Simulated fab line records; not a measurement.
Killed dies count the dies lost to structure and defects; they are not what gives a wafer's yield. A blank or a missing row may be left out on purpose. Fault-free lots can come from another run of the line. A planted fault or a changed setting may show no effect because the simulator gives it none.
Which tool did it? / flow berkeley_cmos170 / 7 lots with 21 wafers sampled at 3 steps, on a route of 331 steps

== WHAT THE GAUGES READ, wafer by wafer ==
UCB170_V1_THK_MEAS_01.
lot=L994; measured=day 7 07:26; on=film_metro-04; V1_TEOS_THK (nm)=1965 2026 2048
lot=L996; measured=day 7 17:21; on=film_metro-02; V1_TEOS_THK (nm)=2022 2015 2012
lot=L997; measured=day 8 14:43; on=film_metro-04; V1_TEOS_THK (nm)=1990 2004 2001
lot=L104; measured=day 9 00:43; on=film_metro-01; V1_TEOS_THK (nm)=2029 2025 2018
lot=L105; measured=day 9 21:44; on=film_metro-04; V1_TEOS_THK (nm)=2023 2014 2067
lot=L108; measured=day 10 08:10; on=film_metro-04; V1_TEOS_THK (nm)=2000 1931 1996
lot=L113; measured=day 11 21:44; on=film_metro-04; V1_TEOS_THK (nm)=2155 1995 2205

== TOOL THAT RAN EACH LOT (tool first, then ch and the chambers of the sampled wafers, then the start) ==
lot=L994; UCB170_CONTACT_STRIP_19=plasma_asher-04 ch 0,1, day 7 02:37; UCB170_V1_CVD_00=pecvd-03 ch 0,1,2, day 7 07:16
lot=L996; UCB170_CONTACT_STRIP_19=plasma_asher-03 ch 0,1, day 7 11:07; UCB170_V1_CVD_00=pecvd-03 ch 0,1,2, day 7 17:12
lot=L997; UCB170_CONTACT_STRIP_19=plasma_asher-04 ch 0,1, day 8 05:38; UCB170_V1_CVD_00=pecvd-03 ch 0,1,2, day 8 14:33
lot=L104; UCB170_CONTACT_STRIP_19=plasma_asher-04 ch 0,1, day 8 18:22; UCB170_V1_CVD_00=pecvd-02 ch 1,2, day 9 00:28
lot=L105; UCB170_CONTACT_STRIP_19=plasma_asher-04 ch 0,1, day 9 14:14; UCB170_V1_CVD_00=pecvd-04 ch 1,2, day 9 21:34
lot=L108; UCB170_CONTACT_STRIP_19=plasma_asher-03 ch 0,1, day 10 01:47; UCB170_V1_CVD_00=pecvd-02 ch 0,1, day 10 08:01
lot=L113; UCB170_CONTACT_STRIP_19=plasma_asher-02 ch 0,1, day 11 15:23; UCB170_V1_CVD_00=pecvd-02 ch 0,1, day 11 21:35
- UCB170_CONTACT_STRIP_19: strips in O2.
- UCB170_V1_CVD_00: deposits SiO2 from TEOS/O2, target thk 2000 nm, time 250 s.

== THE ANSWER, worked out from the rows above alone ==
Rule: the usual values come from the lots themselves. Put in order of their means at a reading, lots are off if they are a third of the lots or fewer, leave a main group of 4 or more, and stand apart from it by a gap of 3 or more times the standard deviation of the main group's means; of several such gaps the widest counts. A main group is skipped when, at the precision printed for the reading in the tables above, its means are all equal. A lot without any number at a reading at which 4 lots or more have one is off too. Where the step has rows for the other lots, those lots are counted as sound.
Off: L113, seen at UCB170_V1_THK_MEAS_01 (V1_TEOS_THK). Main group: mean 2010 nm, sd 19.
If a tool, at a process step before that reading, ran all the lots that are off and no sound lot after the first of them, it fits. Gauges at UCB170_V1_THK_MEAS_01: tried the same way as those tools. Can't be told from this: 3 tools fit, plasma_asher-02 at UCB170_CONTACT_STRIP_19, pecvd-02 at UCB170_V1_CVD_00, film_metro-04 at UCB170_V1_THK_MEAS_01.

== WHAT THE SIMULATOR PUT IN ==
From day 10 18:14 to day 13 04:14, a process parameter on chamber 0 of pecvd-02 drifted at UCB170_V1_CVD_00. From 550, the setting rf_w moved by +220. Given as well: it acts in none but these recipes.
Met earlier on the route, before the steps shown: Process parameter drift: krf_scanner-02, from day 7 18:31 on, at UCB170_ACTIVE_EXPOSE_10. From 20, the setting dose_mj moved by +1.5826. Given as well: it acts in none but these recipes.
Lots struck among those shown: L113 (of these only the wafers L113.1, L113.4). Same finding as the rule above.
